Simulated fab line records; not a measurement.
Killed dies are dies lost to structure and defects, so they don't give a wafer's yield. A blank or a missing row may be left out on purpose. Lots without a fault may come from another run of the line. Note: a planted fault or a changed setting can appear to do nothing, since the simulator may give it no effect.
2 desks, one fault | flow rit-cmos | every desk sees just its own numbers, and what lay behind them comes last

== FROM THE METROLOGY DESK ==
What the gauges read, lot by lot, whatever tool the lot ran on: means of the sampled wafers that have a number. Marked OUT: a lot whose mean sits more than 4 standard deviations from the usual mean, which makes it out of limits; the brackets give that distance.
Columns: A = PRETRO_TW at RIT_PRETRO_TW_MEAS_10, usual 474.7; B = M1_OVL at RIT_M1_OVL_MEAS_10, usual 0.9 nm
lot  | first seen here | A     | B
L449 | day 2 08:28     | 470.5 | 1.0
L450 | day 2 16:41     | 472.2 | 0.9
L451 | day 2 22:19     | 474.5 | -0.7
L452 | day 2 23:06     | 473.2 | -0.1
L453 | day 3 06:38     | 469.2 | 0.9
L455 | day 3 13:16     | 471.3 | 3.8
L457 | day 3 23:21     | 476.8 | 1.8
L458 | day 4 09:39     | 474.9 | -0.9
L466 | day 5 21:47     | 474.5 | 2.8
L467 | day 6 01:34     | 475.6 | 1.2
L468 | day 6 06:43     | 476.6 | 1.8
L469 | day 6 11:20     | 476.8 | 0.7
L472 | day 7 04:22     | 476.3 | 2.5
Finding of this desk: none of the 13 lots has anything out of limits.

== AT THE TOOL OWNER'S DESK: wet-bench-02 ==
The tool's own readings at RIT_CONTACT_CLEAN_13 (cleans in SC1, time 600 s): means of the sampled wafers that have a number, for each lot that ran on this tool. Marked OUT: a lot whose mean sits more than 4 standard deviations from the usual mean, which makes it out of limits; the brackets give that distance.
Columns: A = run-length-s at RIT_CONTACT_CLEAN_13, usual 628 s
lot  | first seen here | A
L455 | day 4 12:06     | 625
L457 | day 4 22:31     | 680 (+14) OUT
L458 | day 5 06:55     | 679 (+14) OUT
Finding of this desk: L457, L458 out of limits; the first was L457 at day 4 22:31, on run-length-s at RIT_CONTACT_CLEAN_13. In limits: L455.

== ALL TOGETHER ==
The tool owner's desk could have raised an alarm at day 4 22:31, on L457, L458.
Metrology desk: nothing out of limits seen.
The metrology desk has L457, L458 on record, within its limits.
All the named lots went through RIT_CONTACT_CLEAN_13 on wet-bench-02.

== WHAT HAD BEEN PUT IN BY THE SIMULATOR ==
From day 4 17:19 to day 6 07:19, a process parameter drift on wet-bench-02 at RIT_CONTACT_CLEAN_13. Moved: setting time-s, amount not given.
Shown lots that were struck: L457, L458.
Each desk's first reading out of limits, in hours after the fault started: the tool owner's desk, 5.
